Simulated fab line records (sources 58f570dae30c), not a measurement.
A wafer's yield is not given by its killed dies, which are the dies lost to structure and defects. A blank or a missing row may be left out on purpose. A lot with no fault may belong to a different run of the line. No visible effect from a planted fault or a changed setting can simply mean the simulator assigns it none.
Which tool is to blame? + flow berkeley cmos170 + 42 wafers from 14 lots sampled at 6 of the route's 331 steps

## WHAT THE GAUGES SHOWED, per wafer
UCB170_ACTIVE_THK_MEAS_03. Usual: ACTIVE_OXIDE_THK typically reads 26.3 nm, with standard deviation 0.62.
| lot  | measured    | on            | ACTIVE_OXIDE_THK (nm) | flag |
|------|-------------|---------------|-----------------------|------|
| L634 | day 4 10:07 | film metro-03 | 24.9 25.4 25.5        |      |
| L638 | day 4 19:42 | film metro-03 | 25.9 26.2 26.2        |      |
| L637 | day 4 19:44 | film metro-01 | 26.8 27.3 27.3        |      |
| L640 | day 5 13:56 | film metro-01 | 26.7 26.5 26.6        |      |
| L641 | day 5 13:57 | film metro-02 | 26.9 26.5 26.5        |      |
| L642 | day 6 00:36 | film metro-02 | 25.8 25.8 26.2        |      |
| L645 | day 6 14:23 | film metro-01 | 27.2 26.8 27.3        |      |
| L649 | day 7 07:32 | film metro-02 | 25.8 26.2 25.8        |      |
| L650 | day 7 21:50 | film metro-02 | 27.4 26.7 27.3        |      |
| L653 | day 8 08:30 | film metro-03 | 26.0 26.0 26.2        |      |
| L652 | day 8 15:55 | film metro-02 | 26.2 26.1 26.1        |      |
| L654 | day 8 15:55 | film metro-01 | 25.7 25.7 26.0        |      |
| L655 | day 8 15:57 | film metro-03 | 26.0 26.0 26.1        |      |
| L657 | day 9 08:00 | film metro-01 | 25.5 25.9 26.1        |      |

UCB170_SPACER_THK_MEAS_01. Usual: SPACER_TEOS_THK typically reads 375 nm, with standard deviation 4.7.
| lot  | measured     | on            | SPACER_TEOS_THK (nm) | flag |
|------|--------------|---------------|----------------------|------|
| L634 | day 7 05:51  | film metro-04 | 373 389 385          |      |
| L638 | day 7 14:56  | film metro-04 | 372 377 382          |      |
| L637 | day 7 16:07  | film metro-02 | 374 381 382          |      |
| L640 | day 8 13:28  | film metro-04 | 374 377 382          |      |
| L641 | day 8 12:37  | film metro-04 | 372 377 376          |      |
| L642 | day 8 23:18  | film metro-04 | 366 379 374          |      |
| L645 | day 9 23:37  | film metro-03 | 335 335 346          | OFF  |
| L649 | day 10 08:34 | film metro-02 | 340 345 346          | OFF  |
| L650 | day 11 03:19 | film metro-04 | 372 368 379          |      |
| L653 | day 11 03:19 | film metro-02 | 370 374 370          |      |
| L652 | day 11 15:20 | film metro-03 | 372 374 375          |      |
| L654 | day 11 14:41 | film metro-04 | 365 366 378          |      |
| L655 | day 11 14:59 | film metro-02 | 373 378 379          |      |
| L657 | day 12 05:15 | film metro-02 | 373 374 377          |      |

UCB170_V2_THK_MEAS_01. Usual: V2_TEOS_THK typically reads 2002 nm, with standard deviation 26.
| lot  | measured     | on            | V2_TEOS_THK (nm) | flag |
|------|--------------|---------------|------------------|------|
| L634 | day 8 09:31  | film metro-02 | 2001 2015 2051   |      |
| L638 | day 8 15:46  | film metro-02 | 2023 2001 2067   |      |
| L637 | day 8 18:41  | film metro-01 | 2007 2038 2026   |      |
| L640 | day 9 21:08  | film metro-04 | 1951 1960 1963   |      |
| L641 | day 9 17:45  | film metro-02 | 1992 2050 2006   |      |
| L642 | day 10 05:19 | film metro-01 | 2007 2034 2007   |      |
| L645 | day 11 06:52 | film metro-02 | 1953 1978 2008   |      |
| L649 | day 11 11:29 | film metro-04 | 1989 2042 2035   |      |
| L650 | day 12 16:49 | film metro-01 | 1967 1973 2002   |      |
| L653 | day 12 07:36 | film metro-01 | 1961 2015 2008   |      |
| L652 | day 12 20:07 | film metro-02 | 1998 1990 1998   |      |
| L654 | day 12 16:53 | film metro-02 | 2029 1979 2027   |      |
| L655 | day 12 20:20 | film metro-01 | 2025 2037 1997   |      |
| L657 | day 13 09:11 | film metro-02 | 1971 2030 2012   |      |

## WHAT TOOL EACH LOT RAN ON (gives the tool, then ch and the chambers of the sampled wafers, and finally the start)
| lot  | UCB170_SPACER_CVD_00            | UCB170_SPACER_ETCHBACK_03          | UCB170_SDANNEAL_RTA_00           |
|------|---------------------------------|------------------------------------|----------------------------------|
| L634 | pecvd-02 ch 0,1, day 7 05:47    | rie diel-04 ch 1,2, day 7 10:37    | rtp anneal-02 ch 0, day 7 17:44  |
| L638 | pecvd-02 ch 0,1, day 7 14:54    | rie diel-02 ch 0,2,3, day 7 20:29  | rtp anneal-02 ch 0, day 8 01:18  |
| L637 | pecvd-01 ch 1,2, day 7 16:04    | rie diel-04 ch 1,2,3, day 7 20:29  | rtp anneal-01 ch 0, day 8 01:29  |
| L640 | pecvd-02 ch 1,2, day 8 13:25    | rie diel-04 ch 0,1, day 8 21:18    | rtp anneal-01 ch 0, day 9 02:19  |
| L641 | pecvd-01 ch 0,2, day 8 12:32    | rie diel-02 ch 0,1,2, day 8 21:18  | rtp anneal-01 ch 0, day 9 01:46  |
| L642 | pecvd-03 ch 1,2, day 8 23:14    | rie diel-02 ch 0,1, day 9 06:56    | rtp anneal-02 ch 0, day 9 11:02  |
| L645 | pecvd-01 ch 0,1,2, day 9 23:34  | rie diel-03 ch 0,1,2, day 10 06:17 | rtp anneal-02 ch 0, day 10 10:47 |
| L649 | pecvd-01 ch 0,1,2, day 10 08:31 | rie diel-03 ch 1,2, day 10 13:58   | rtp anneal-01 ch 0, day 10 18:53 |
| L650 | pecvd-03 ch 0,2, day 11 03:16   | rie diel-04 ch 1,2,3, day 11 08:57 | rtp anneal-01 ch 0, day 11 15:07 |
| L653 | pecvd-02 ch 0,2, day 11 03:16   | rie diel-03 ch 0,2, day 11 08:57   | rtp anneal-02 ch 0, day 11 14:22 |
| L652 | pecvd-02 ch 0,1,2, day 11 15:18 | rie diel-04 ch 1,2,3, day 11 19:08 | rtp anneal-02 ch 0, day 12 00:37 |
| L654 | pecvd-02 ch 0,1,2, day 11 14:38 | rie diel-02 ch 0,3, day 11 19:08   | rtp anneal-02 ch 0, day 11 23:48 |
| L655 | pecvd-03 ch 0,1, day 11 14:55   | rie diel-03 ch 0,1, day 11 19:08   | rtp anneal-01 ch 0, day 12 00:11 |
| L657 | pecvd-02 ch 0,2, day 12 05:13   | rie diel-02 ch 1,3, day 12 09:11   | rtp anneal-01 ch 0, day 12 15:36 |
- UCB170_SPACER_CVD_00: deposits SiO2 from TEOS/O2, target thk 376 nm, time 47 s.
- UCB170_SPACER_ETCHBACK_03: etches SiO2 in CHF3/CF4/Ar, stops on Si, target depth 376 nm, time 100 s.
- UCB170_SDANNEAL_RTA_00: time 10 s.

## AS READ BY THE TOOLS THEMSELVES (means over the sampled wafers that have a number; for cases with no such wafer, the mark the record gives instead)
UCB170_SPACER_CVD_00. Usual: heater power w 280 W, standard deviation 55; run length s 74.8 s, standard deviation 0.59.
| lot  | tool     | heater power w (W) | run length s (s) | flag |
|------|----------|--------------------|------------------|------|
| L634 | pecvd-02 | 224                | 75.5             |      |
| L638 | pecvd-02 | 240                | 75.1             |      |
| L637 | pecvd-01 | 320                | 75.1             |      |
| L640 | pecvd-02 | 305                | 75.1             |      |
| L641 | pecvd-01 | 343                | 75.3             |      |
| L642 | pecvd-03 | 219                | 74.8             |      |
| L645 | pecvd-01 | 290                | 70.6             | OFF  |
| L649 | pecvd-01 | 299                | 70.5             | OFF  |
| L650 | pecvd-03 | 264                | 74.8             |      |
| L653 | pecvd-02 | 264                | 74.2             |      |
| L652 | pecvd-02 | 269                | 74.7             |      |
| L654 | pecvd-02 | 262                | 74.6             |      |
| L655 | pecvd-03 | 293                | 75.0             |      |
| L657 | pecvd-02 | 223                | 74.5             |      |

UCB170_SPACER_ETCHBACK_03. Usual: drypump motor current A 5.7 A, standard deviation 0.37; oes product au 0.890 a.u., standard deviation 0.014; throttle valve pct 6.43 %, standard deviation 0.11.
| lot  | tool        | drypump motor current A (A) | oes product au (a.u.) | throttle valve pct (%) | flag |
|------|-------------|-----------------------------|-----------------------|------------------------|------|
| L634 | rie diel-04 | 5.5                         | 0.910                 | 6.28                   |      |
| L638 | rie diel-02 | 5.9                         | 0.889                 | 6.48                   |      |
| L637 | rie diel-04 | 5.6                         | 0.898                 | 6.30                   |      |
| L640 | rie diel-04 | 5.4                         | 0.905                 | 6.45                   |      |
| L641 | rie diel-02 | 5.7                         | 0.894                 | 6.49                   |      |
| L642 | rie diel-02 | 5.3                         | 0.884                 | 6.46                   |      |
| L645 | rie diel-03 | 5.5                         | 0.826                 | 6.52                   | OFF  |
| L649 | rie diel-03 | 5.5                         | 0.826                 | 6.59                   | OFF  |
| L650 | rie diel-04 | 5.6                         | 0.886                 | 6.30                   |      |
| L653 | rie diel-03 | 5.7                         | 0.894                 | 6.50                   |      |
| L652 | rie diel-04 | 5.7                         | 0.890                 | 6.29                   |      |
| L654 | rie diel-02 | 5.8                         | 0.877                 | 6.45                   |      |
| L655 | rie diel-03 | 5.3                         | 0.882                 | 6.55                   |      |
| L657 | rie diel-02 | 5.3                         | 0.879                 | 6.42                   |      |

UCB170_SDANNEAL_RTA_00. Usual: lamp power pct 26.7 %, standard deviation 0.4; wafer_temp_C_max 903.6, standard deviation 1.1.
| lot  | tool          | lamp power pct (%) | wafer_temp_C_max | flag |
|------|---------------|--------------------|------------------|------|
| L634 | rtp anneal-02 | 27.0               | 902.5            |      |
| L638 | rtp anneal-02 | 27.0               | 902.8            |      |
| L637 | rtp anneal-01 | 26.2               | 904.7            |      |
| L640 | rtp anneal-01 | 26.2               | 905.1            |      |
| L641 | rtp anneal-01 | 26.2               | 904.6            |      |
| L642 | rtp anneal-02 | 27.0               | 903.5            |      |
| L645 | rtp anneal-02 | 27.0               | 903.1            |      |
| L649 | rtp anneal-01 | 26.3               | 905.1            |      |
| L650 | rtp anneal-01 | 26.2               | 904.8            |      |
| L653 | rtp anneal-02 | 27.0               | 903.1            |      |
| L652 | rtp anneal-02 | 27.0               | 903.4            |      |
| L654 | rtp anneal-02 | 27.0               | 902.7            |      |
| L655 | rtp anneal-01 | 26.2               | 904.0            |      |
| L657 | rtp anneal-01 | 26.2               | 904.9            |      |

## THE ANSWER, worked out from the rows above alone
Rule: a lot counts as off when the mean over its wafers that have a number is more than 3 standard deviations away from the usual mean. Also off: a lot with no number at a reading for which 4 or more lots have one. Where the step has rows for the other lots, those lots are counted as sound. The gauges are gone through in route order, then the tools' own readings, and for those a lot's mean is taken as printed above. At the first step where some lot is off, the reading lying furthest off is the one used; lots without a number count as furthest.
Off: L645, L649, seen at UCB170_SPACER_THK_MEAS_01 (SPACER_TEOS_THK).
A tool fits if, at a process step before that reading, it ran every lot that is off, and no sound lot after the first of them. The gauges at UCB170_SPACER_THK_MEAS_01 aren't tried: what is off there is off at UCB170_SPACER_CVD_00 too, on other tools, and a gauge's error can't cause that. One candidate fits, namely pecvd-01 at UCB170_SPACER_CVD_00. A fault onset in the window from L641 (day 8 12:32, its last sound lot) to L645 (day 9 23:34, its first lot off) fits.
The tool's own readings at UCB170_SPACER_CVD_00 bear it out: on the lots that are off they differ by more than 5 times the standard deviation of the sound lots' means. run length s reads 70.5 s there against 74.9 s on the sound lots.

## WHAT THE SIMULATOR PUT IN
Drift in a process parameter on pecvd-01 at UCB170_SPACER_CVD_00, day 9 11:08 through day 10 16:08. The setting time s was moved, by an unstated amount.
Lots struck among those shown: L645, L649. The rule given above showed the same thing.
